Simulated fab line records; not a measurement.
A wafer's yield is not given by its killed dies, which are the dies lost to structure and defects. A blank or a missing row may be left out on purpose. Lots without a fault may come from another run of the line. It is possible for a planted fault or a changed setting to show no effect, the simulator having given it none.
The tool behind it: which one? + flow berkeley-cmos170 + 14 lots, 42 wafers sampled, at 2 steps of a route of 331

## WHAT THE GAUGES READ, wafer by wafer
UCB170_M2_CD_MEAS_90 targets a cd of 700 nm.
| lot  | measured     | on        | cd-nm (nm)  |
|------|--------------|-----------|-------------|
| L826 | day 7 17:23  | cd-sem-02 | 700 698 700 |
| L827 | day 7 17:49  | cd-sem-02 | 703 704 698 |
| L829 | day 8 00:50  | cd-sem-02 | 704 702 690 |
| L830 | day 8 11:23  | cd-sem-01 | 700 701 700 |
| L832 | day 8 19:47  | cd-sem-02 | 707 701 694 |
| L834 | day 9 12:06  | cd-sem-02 | 699 699 698 |
| L835 | day 9 14:58  | cd-sem-02 | 699 701 700 |
| L836 | day 9 15:31  | cd-sem-02 | 707 707 709 |
| L837 | day 9 19:06  | cd-sem-02 | 706 706 703 |
| L846 | day 11 14:44 | cd-sem-01 | 699 697 693 |
| L847 | day 11 15:16 | cd-sem-01 | 704 703 702 |
| L845 | day 11 15:38 | cd-sem-02 | 698 698 701 |
| L848 | day 11 15:40 | cd-sem-01 | 704 708 702 |
| L849 | day 12 03:27 | cd-sem-01 | 697 696 696 |

UCB170_M3_RS_MEAS_02: uses a four-point probe to measure.
| lot  | measured     | on            | M3_AL_RS (ohm/sq)    |
|------|--------------|---------------|----------------------|
| L826 | day 7 20:44  | film-metro-02 | 0.0324 0.0325 0.0323 |
| L827 | day 7 21:25  | film-metro-04 | 0.0316 0.0322 0.0322 |
| L829 | day 8 03:51  | film-metro-04 | 0.0323 0.0321 0.0319 |
| L830 | day 8 14:10  | film-metro-03 | 0.0322 0.0323 0.0323 |
| L832 | day 8 23:46  | film-metro-02 | 0.0330 0.0324 0.0327 |
| L834 | day 9 14:58  | film-metro-03 | 0.0326 0.0324 0.0320 |
| L835 | day 9 18:19  | film-metro-03 | 0.0317 0.0315 0.0314 |
| L836 | day 9 18:40  | film-metro-03 | 0.0321 0.0321 0.0317 |
| L837 | day 9 22:07  | film-metro-04 | 0.0320 0.0323 0.0318 |
| L846 | day 11 17:37 | film-metro-03 | 0.0331 0.0322 0.0323 |
| L847 | day 11 18:25 | film-metro-03 | 0.0326 0.0330 0.0327 |
| L845 | day 11 18:44 | film-metro-04 | 0.0313 0.0320 0.0318 |
| L848 | day 11 18:33 | film-metro-02 | 0.0318 0.0325 0.0325 |
| L849 | day 12 09:08 | film-metro-03 | 0.0321 0.0314 0.0317 |

## WHICH TOOL RAN EACH LOT (tool, then ch and the chambers of the sampled wafers, then the start)
Record: no process step prior to these readings.

## AS READ BY THE TOOLS THEMSELVES (means over the sampled wafers that have a number; for cases with no such wafer, the mark the record gives instead)
The record holds no such reading with a usual standard deviation.

## THE ANSWER, worked out from the rows above alone
Rule: usual is defined by the lots themselves. Put in order of their means at a reading, lots are off if they are a third of the lots or fewer, leave a main group of 4 or more, and stand apart from it by a gap of 3 or more times the standard deviation of the main group's means; of several such gaps the widest counts. The tables above print the reading to a certain number of digits; a main group whose means all agree to those digits is not used. Also off: a lot with no number at a reading for which 4 or more lots have one. All remaining lots with rows at the step are treated as sound. Order of review: gauges by route order, followed by the tools' own readings, for which a lot's mean as printed above is used. The first step at which some lot is off is used, and at that step the reading that is off furthest; a lot without a number counts as furthest.
None of the lots is off at any reading shown; this tells nothing.

## WHAT THE SIMULATOR HAD INSERTED
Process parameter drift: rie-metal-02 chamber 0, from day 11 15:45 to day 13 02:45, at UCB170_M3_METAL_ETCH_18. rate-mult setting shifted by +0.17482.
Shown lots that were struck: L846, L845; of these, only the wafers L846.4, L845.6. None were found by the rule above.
